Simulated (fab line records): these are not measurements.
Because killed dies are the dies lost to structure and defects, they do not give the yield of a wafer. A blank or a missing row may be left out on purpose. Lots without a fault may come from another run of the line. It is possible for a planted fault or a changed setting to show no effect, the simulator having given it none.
Comparing a struck lot with a sound one | flow rit_cmos | 17 out of 202 route steps
Sound: the wafers L364.1, L364.3, L364.6. Struck: wafer L374.5. (L374.1, L374.6 of the same lot were not struck and are left out.) The cause comes at the end.
Each step with rows lists, per side, the tool, then ch with its chambers, then its first start. Under that, the readings that differ: sound wafers | struck wafers | difference of the means | sigmas: that difference in standard deviations of wafers without a fault.
alike: a reading whose means differ by less than 2 such deviations, as well as words and numbers matching on both sides. not compared: withheld readings; readings where some wafer has no value; bounds like >300 that might hide an equal value; numbers whose values overlap and for which the record gives no deviation.
The two part at a step that has a row with sigmas, a row that says differs or no value, or rows on one side only. Numbers that have no deviation but don't overlap get no sigmas and don't part them. Lack of a reading on every wafer of one side parts them only where that side has two or more wafers.

first, 1 step without rows for these wafers: RIT_PSD_IMPLANT_08.
RIT_PSD_STRIP_09: strips in O2, time 180 s.
  sound on plasma_asher-01 ch 0,1, day 4 20:13; struck on plasma_asher-03 ch 0, day 6 19:56
  alike: drypump_motor_current_A, o2_flow_sccm
  not compared: rf_hours_counter_h
RIT_PSD_TW_MEAS_10:
  sound: film_metro-02 at day 4 20:24; struck: film_metro-04 at day 6 20:07
  alike: PSD_TW
then, 3 steps without rows for these wafers: RIT_SDANNEAL_CLEAN_00 (cleans in SC1, time 600 s); RIT_SDANNEAL_CLEAN_01 (cleans in dHF, time 30 s); RIT_SDANNEAL_CLEAN_02 (cleans in SC2, time 600 s).
RIT_SDANNEAL_RTA_03: time 5 s.
  sound on rtp_anneal-02 ch 0, day 4 20:49; struck on rtp_anneal-01 ch 0, day 6 20:37
  alike: anneal_temp_c_max, wafer_temp_C_max
RIT_SDANNEAL_RS_MEAS_04: the measuring method here is four-point-probe.
  sound: film_metro-02 at day 4 20:53; struck: film_metro-04 at day 6 20:40
  alike: PSD_RS
RIT_SDANNEAL_RS_MEAS_05: the measuring method here is four-point-probe.
  sound: film_metro-02 at day 4 21:00; struck: film_metro-04 at day 6 20:47
  alike: NSD_RS
RIT_SDANNEAL_RS_MEAS_06: the measuring method here is four-point-probe.
  sound: film_metro-02 at day 4 21:07; struck: film_metro-04 at day 6 20:55
  alike: PLDD_RS
RIT_SDANNEAL_RS_MEAS_07: the measuring method here is four-point-probe.
  sound: film_metro-02 at day 4 21:14; struck: film_metro-04 at day 6 21:02
  alike: NLDD_RS
then, 1 step without rows for these wafers: RIT_SILICIDE_WET_ETCH_00 (etches SiO2 in BOE, target depth 14 nm, time 15 s).
RIT_SILICIDE_SPUTTER_01: material Ti, target thk 30 nm, time 240 s.
  sound: pvd_sputter-04 at day 4 21:22; struck: pvd_sputter-04 at day 6 21:10
  reading                                     | sound             | struck | difference | sigmas
  model.Ti_of_SILICIDE_SPUTTER_01.thk_nm (nm) | 29.98 29.88 29.67 | 26.84  | -3.00      |
  alike: cathode_dc_power_W, throttle_valve_pct
RIT_SILICIDE_RS_MEAS_02: the measuring method here is four-point-probe.
  sound: film_metro-03 at day 4 21:32; struck: film_metro-02 at day 6 21:19
  reading                 | sound          | struck | difference | sigmas
  SILICIDE_TI_RS (ohm/sq) | 48.0 48.2 48.6 | 55.1   | +6.8       | +10
RIT_SILICIDE_THK_MEAS_03: measures by xrf.
  sound: film_metro-03 at day 4 21:40; struck: film_metro-02 at day 6 21:26
  reading              | sound          | struck | difference | sigmas
  SILICIDE_TI_THK (nm) | 29.6 29.5 29.2 | 26.2   | -3.2       | -9
RIT_SILICIDE_RTA_04: time 10 s, ramp up 5 s, ramp down 5 s.
  sound on rtp_anneal-02 ch 0, day 4 21:43; struck on rtp_anneal-02 ch 0, day 6 21:29
  alike: anneal_temp_c_max, wafer_temp_C_max
RIT_M1_PROBE_99:
  sound: prober-01 at day 5 04:28; struck: prober-01 at day 7 04:38
  reading                              | sound             | struck | difference | sigmas
  killed_at_M0_to_M3                   | 0 1 0             | 0      | +0         | -3
  model.etest.npoly_line.line_ohm_um   | 164 165.1 167.9   | 176.9  | +11.2      |
  model.etest.ppoly_line.line_ohm_um   | 158.8 158.5 160.8 | 170.7  | +11.3      |
  model.etest.contact_nplus.end_ohm_um | 40.93 42.38 40.86 | 37.9   | -3.5       |
  model.etest.contact_pplus.end_ohm_um | 44.2 44.24 44.3   | 41.22  | -3.03      |
  model.etest.npoly_line.rs_ohm_sq     | 17.03 17.06 17.11 | 18.45  | +1.38      |
  model.etest.ppoly_line.rs_ohm_sq     | 16.49 16.43 16.61 | 17.9   | +1.4       |
  model.etest.npoly_sal.rs_ohm_sq      | 4.325 4.296 4.366 | 4.769  | +0.440     |
  model.etest.ppoly_sal.rs_ohm_sq      | 4.311 4.284 4.316 | 4.78   | +0.48      |
  alike: killed_at_front_end, killed_dies, killed_open, killed_short

== WHERE THEY PART ==
Last at RIT_M1_PROBE_99 as far as this record goes, first at RIT_SILICIDE_RS_MEAS_02.

WHY: the cause the simulator had injected
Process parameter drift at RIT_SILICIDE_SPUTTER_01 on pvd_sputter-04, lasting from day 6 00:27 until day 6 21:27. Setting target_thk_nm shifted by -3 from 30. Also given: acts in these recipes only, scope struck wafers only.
